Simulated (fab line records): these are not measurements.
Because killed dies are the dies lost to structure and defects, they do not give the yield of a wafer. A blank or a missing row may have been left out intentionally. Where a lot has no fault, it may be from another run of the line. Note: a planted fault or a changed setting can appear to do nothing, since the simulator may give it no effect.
Chamber matching	flow berkeleyCmos170	UCB170_CONTACT_CLEAN_00 on wetBench-01 has 3 sister chambers
The step cleans in SPM, time 600 s. 3 wafers are shown with their chamber, then 6 later ones without.

WAFERS, EACH WITH ITS CHAMBER
wafer	chamber	bathGuardTempC (C)
L345.6	1	121.0
L346.3	0	120.0
L351.6	3	120.4

WAFERS WITH NO CHAMBER GIVEN
wafer	bathGuardTempC (C)
L366.2	120.6
L366.4	121.2
L366.6	121.2
L365.1	120.0
L365.3	120.0
L365.4	120.0

WHICH CHAMBER EACH ONE RAN IN
wafer	from the rows above	in truth
L366.2	can't be placed: 3 or 1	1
L366.4	1	1
L366.6	1	1
L365.1	0	0
L365.3	0	0
L365.4	0	0
Placed correctly: 5 of 6. These rows do not allow placing 1 (true chamber among the candidates in 1). Placed wrongly: 0.
How it was worked out, from the rows above alone: a wafer's distance from a chamber is the root of the sum, over the readings, of the square of ((its reading less the chamber's mean) divided by the reading's scatter). The wafer belongs to the nearest chamber; if the next one is less than 2 further off, it can't be placed. Each chamber's mean is taken over the wafers shown for it. The scatter: root of mean squared gap, hidden wafer to nearest shown wafer, with one shown wafer a chamber.
